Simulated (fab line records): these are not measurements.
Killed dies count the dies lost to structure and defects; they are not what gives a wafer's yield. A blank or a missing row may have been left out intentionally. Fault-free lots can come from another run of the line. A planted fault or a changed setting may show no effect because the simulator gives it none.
fab line records + flow rit_cmos
record
- lots=5
- wafers=15
- last_day=6
route steps=202 shown NSD@139 PSD@142
lots untouched by any fault: they come from a run of this same line in which no faults occurred
start_h: the number of hours between the record's first day and the start of the first shown wafer of the lot + wait_h: time in hours since the lot's previous step + " repeats the value in the row above + L1.1+2: a single row standing in for several wafers + - either no value or no given start + * or withheld: withheld + < > ~ a bound
route shown NAME@n: a module of which the file shows steps, and the number in the route of the first + usual: mean/standard deviation of fault-free wafers + same: alike in all rows + chamber/n: place in a boat + sites: readings site by site + _std_site: standard deviation across them + _edge_site: mean of outer sites minus mean of inner sites + radius_mm: for every site, how far away it sits from the centre of the wafer + mask NAME#n: copy n + behind: the last tool/chamber to shape the wafer + hold: the reason the lot was held/the length of the hold in hours/how it ended + device: names the non-switching transistor (n, p or np) + end of line: at the end of the route, the tests of the same wafers + a step with no rows: only its recipe + killed: dies that structure and defects cost at the first sort, which is not the same as the wafer's yield + map: per-die view of a wafer (x killed, . not killed, _ where there is no die)
set.NAME: the setting the step ran with; set.NAME@STEP: the setting that earlier step ran with + model.NAME: the simulator's own value behind a step, which no gauge read
lots at some steps of the route; a table a step, a row a wafer
services: a tool's chamber out of use, with start hour (start_h, from the record's first day; less than 0 if before it), hours out, and reason
## steps
# step RIT_NSD_IMPLANT_08
# recipe
- species=P
- energy_kev=25
- dose_cm2=1e+15
- tilt_deg=7
# step RIT_NSD_STRIP_09
# recipe
- chemistry=O2
- time_s=180
- resist=NOVOLAK
- platen_temp_c=withheld
- power_w=500
- pressure_mtorr=4000
- o2_flow_sccm=4000
# usual
- chamber_pressure_mTorr=4000/3.9
- drypump_motor_current_A=5.7/0.39
- run_length_s=208.5/0.41
| lot.wafer | tool            | chamber | start_h | wait_h | chamber_pressure_mTorr | drypump_motor_current_A | rf_hours_counter_h | run_length_s |
|-----------|-----------------|---------|---------|--------|------------------------|-------------------------|--------------------|--------------|
| L140.3    | plasma_asher-02 | 0       | 68.79   | 0.1    | 3998                   | 5.2                     | -                  | 208.1        |
| L140.4    | "               | 1       | "       | "      | 4001                   | 5.5                     | -                  | 209.0        |
| L140.6    | "               | 1       | "       | "      | 4001                   | 5.5                     | -                  | 208.8        |
| L142.1    | plasma_asher-01 | 1       | 77.29   | 0.1    | 3997                   | 5.4                     | 38                 | 208.7        |
| L142.3    | "               | 0       | "       | "      | 3997                   | 6.1                     | -                  | 209.0        |
| L142.4    | "               | 1       | "       | "      | 4003                   | 5.4                     | -                  | 208.1        |
| L149.1    | plasma_asher-01 | 1       | 113.06  | 0.1    | 4001                   | 5.4                     | 42                 | 208.4        |
| L149.4    | "               | 1       | "       | "      | 4010                   | 5.4                     | -                  | 208.7        |
| L149.6    | "               | 1       | "       | "      | 4005                   | 5.4                     | -                  | 208.6        |
| L155.2    | plasma_asher-01 | 1       | 141.57  | 0.1    | 3999                   | 5.4                     | 44                 | 208.2        |
| L155.4    | "               | 1       | "       | "      | 3999                   | 5.4                     | -                  | 208.1        |
| L155.6    | "               | 1       | "       | "      | 3994                   | 5.4                     | -                  | 208.1        |
| L156.2    | plasma_asher-02 | 1       | 147.03  | 0.1    | 4006                   | 5.5                     | 3                  | 208.9        |
| L156.3    | "               | 1       | "       | "      | 3996                   | 5.5                     | -                  | 209.1        |
| L156.6    | "               | 1       | "       | "      | 4008                   | 5.5                     | -                  | 209.2        |
# step RIT_NSD_TW_MEAS_10
# usual
- NSD_TW=3123/13
| lot.wafer | tool          | chamber | start_h | wait_h | NSD_TW |
|-----------|---------------|---------|---------|--------|--------|
| L140.3    | film_metro-04 | -       | 68.93   | 0.1    | 3131   |
| L140.4    | "             | -       | "       | "      | 3115   |
| L140.6    | "             | -       | "       | "      | 3128   |
| L142.1    | film_metro-03 | -       | 77.47   | 0.1    | 3112   |
| L142.3    | "             | -       | "       | "      | 3109   |
| L142.4    | "             | -       | "       | "      | 3115   |
| L149.1    | film_metro-04 | -       | 113.23  | 0.1    | 3105   |
| L149.4    | "             | -       | "       | "      | 3132   |
| L149.6    | "             | -       | "       | "      | 3101   |
| L155.2    | film_metro-03 | -       | 141.76  | 0.1    | 3140   |
| L155.4    | "             | -       | "       | "      | 3133   |
| L155.6    | "             | -       | "       | "      | 3123   |
| L156.2    | film_metro-03 | -       | 147.21  | 0.1    | 3126   |
| L156.3    | "             | -       | "       | "      | 3120   |
| L156.6    | "             | -       | "       | "      | 3114   |
# step RIT_PSD_HMDS_00
# recipe
- prime_time_s=60
- prime_temp_c=140
# step RIT_PSD_COAT_01
# recipe
- resist=NOVOLAK
- spin_rpm=3250
- resist_thk_nm=1000
# step RIT_PSD_SOFTBAKE_02
# recipe
- resist=NOVOLAK
- temp_c=90
- time_s=60
# step RIT_PSD_EXPOSE_03
# recipe
- mask_id=M10
- na=0.57
- target_cd_nm=40900
- dose_mj=250
# step RIT_PSD_PEB_04
# recipe
- resist=NOVOLAK
- temp_c=withheld
- time_s=withheld
# step RIT_PSD_DEVELOP_05
# recipe
- resist=NOVOLAK
- develop_time_s=50
- dev_temp_c=23
# step RIT_PSD_OVL_MEAS_06
# usual
- PSD_OVL=0.6/1.3
| lot.wafer | tool       | chamber | start_h | wait_h | PSD_OVL[nm] |
|-----------|------------|---------|---------|--------|-------------|
| L140.3    | overlay-01 | -       | 69.96   | -      | 1.4         |
| L140.4    | "          | -       | "       | "      | 1.4         |
| L140.6    | "          | -       | "       | "      | 1.0         |
| L142.1    | overlay-01 | -       | 78.50   | -      | -0.4        |
| L142.3    | "          | -       | "       | "      | 1.1         |
| L142.4    | "          | -       | "       | "      | -0.3        |
| L149.1    | overlay-02 | -       | 114.27  | -      | -1.1        |
| L149.4    | "          | -       | "       | "      | -0.8        |
| L149.6    | "          | -       | "       | "      | -1.5        |
| L155.2    | overlay-01 | -       | 142.79  | -      | 2.4         |
| L155.4    | "          | -       | "       | "      | 0.6         |
| L155.6    | "          | -       | "       | "      | 1.7         |
| L156.2    | overlay-01 | -       | 148.24  | -      | 2.7         |
| L156.3    | "          | -       | "       | "      | 1.4         |
| L156.6    | "          | -       | "       | "      | 2.0         |
# step RIT_PSD_HARDBAKE_07
# recipe
- resist=NOVOLAK
- temp_c=140
- time_s=60
# step RIT_PSD_IMPLANT_08
# recipe
- species=BF2
- energy_kev=27
- dose_cm2=5e+15
- tilt_deg=7
# step RIT_PSD_STRIP_09
# recipe
- chemistry=O2
- time_s=180
- resist=NOVOLAK
- platen_temp_c=withheld
- power_w=500
- pressure_mtorr=4000
- o2_flow_sccm=4000
# usual
- chamber_pressure_mTorr=4000/3.9
- drypump_motor_current_A=5.8/0.41
- run_length_s=208.3/0.47
| lot.wafer | tool            | chamber | start_h | wait_h | chamber_pressure_mTorr | drypump_motor_current_A | rf_hours_counter_h | run_length_s | model.NOVOLAK_of_PSD_COAT_01.thk_nm |
|-----------|-----------------|---------|---------|--------|------------------------|-------------------------|--------------------|--------------|-------------------------------------|
| L140.3    | plasma_asher-04 | 0       | 70.34   | 0.1    | 3999                   | 6.3                     | -                  | 208.2        | 0                                   |
| L140.4    | "               | 1       | "       | "      | 4003                   | 6.1                     | -                  | 208.2        | 0                                   |
| L140.6    | "               | 1       | "       | "      | 4000                   | 6.1                     | -                  | 208.1        | 0                                   |
| L142.1    | plasma_asher-01 | 1       | 78.84   | 0.1    | 4008                   | 5.4                     | 38                 | 208.5        | 0                                   |
| L142.3    | "               | 1       | "       | "      | 3999                   | 5.4                     | -                  | 208.1        | 0                                   |
| L142.4    | "               | 0       | "       | "      | 3997                   | 6.1                     | -                  | 208.9        | 0                                   |
| L149.1    | plasma_asher-04 | 0       | 114.61  | 0.1    | 3993                   | 6.3                     | 50                 | 208.3        | 0                                   |
| L149.4    | "               | 1       | "       | "      | 4004                   | 6.1                     | -                  | 208.2        | 0                                   |
| L149.6    | "               | 1       | "       | "      | 3999                   | 6.1                     | -                  | 208.2        | 0                                   |
| L155.2    | plasma_asher-04 | 1       | 143.12  | 0.1    | 3994                   | 6.1                     | 54                 | 208.1        | 0                                   |
| L155.4    | "               | 1       | "       | "      | 4003                   | 6.1                     | -                  | 208.4        | 0                                   |
| L155.6    | "               | 0       | "       | "      | 4005                   | 6.3                     | -                  | 208.5        | 0                                   |
| L156.2    | plasma_asher-01 | 0       | 148.57  | 0.1    | 3992                   | 6.1                     | 45                 | 117.5        | 186.9                               |
| L156.3    | "               | 0       | "       | "      | 4003                   | 6.1                     | -                  | 117.4        | 186.7                               |
| L156.6    | "               | 1       | "       | "      | 4005                   | 5.4                     | -                  | 117.3        | 185.3                               |
# step RIT_PSD_TW_MEAS_10
# usual
- PSD_TW=3430/15
| lot.wafer | tool          | chamber | start_h | wait_h | PSD_TW |
|-----------|---------------|---------|---------|--------|--------|
| L140.3    | film_metro-04 | -       | 70.48   | 0.1    | 3422   |
| L140.4    | "             | -       | "       | "      | 3440   |
| L140.6    | "             | -       | "       | "      | 3413   |
| L142.1    | film_metro-03 | -       | 79.01   | 0.1    | 3420   |
| L142.3    | "             | -       | "       | "      | 3413   |
| L142.4    | "             | -       | "       | "      | 3432   |
| L149.1    | film_metro-02 | -       | 114.78  | 0.1    | 3408   |
| L149.4    | "             | -       | "       | "      | 3408   |
| L149.6    | "             | -       | "       | "      | 3397   |
| L155.2    | film_metro-03 | -       | 143.30  | 0.1    | 3461   |
| L155.4    | "             | -       | "       | "      | 3459   |
| L155.6    | "             | -       | "       | "      | 3427   |
| L156.2    | film_metro-02 | -       | 148.76  | 0.1    | 3453   |
| L156.3    | "             | -       | "       | "      | 3444   |
| L156.6    | "             | -       | "       | "      | 3455   |
## services
| tool            | chamber | start_h | hours | kind       |
|-----------------|---------|---------|-------|------------|
| plasma_asher-01 | -       | 46.76   | 12.8  | repair     |
| plasma_asher-02 | -       | 69.46   | 7.5   | repair     |
| plasma_asher-02 | -       | 108.75  | 9.0   | pm         |
| plasma_asher-02 | 0       | 108.75  | 9.0   | vent_cycle |
| plasma_asher-02 | 1       | 108.75  | 9.0   | vent_cycle |
| plasma_asher-02 | 0       | 117.75  | -     | clean      |
| plasma_asher-02 | 1       | 117.75  | -     | clean      |
| plasma_asher-01 | -       | 120.14  | 15.6  | pm         |
| plasma_asher-04 | -       | 143.73  | 0.8   | repair     |
## key
first_sign
- step=RIT_PSD_STRIP_09
- reading=run_length_s
- direction=down
- sigmas=99+
- usual=*
- struck=*
effect none on later readings
model_effect
- step=RIT_PSD_STRIP_09
- value=NOVOLAK_of_PSD_COAT_01.thk_nm
- without=0
- struck=186.3
met_at RIT_PSD_STRIP_09
struck_wafers L156.2,L156.3,L156.6
later_rows_left_out L156.2,L156.3,L156.6
sort_left_out L156.2,L156.3,L156.6
tester_left_out L156
onset_between 78.84 148.57
fault
- kind=strip_aborted
- tool=plasma_asher-01
- chamber=-
- onset_h=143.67
- steps=RIT_PSD_STRIP_09
- offset=0.35
- end_h=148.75
# tester_left_out: of these lots the tester's yield and bins aren't shown, on N5 and GAA mostly nor the transistor test; their killed dies are dies lost to structure and defects alone, not to doping, threshold or leakage, so they don't give the yield
# sort_left_out: the simulated sort isn't trusted on such a fault, so these wafers' sort isn't shown, and their yield isn't known
# later_rows_left_out: the simulator's readings of these wafers behind a module that went badly wrong aren't trusted and aren't shown, but for the sort
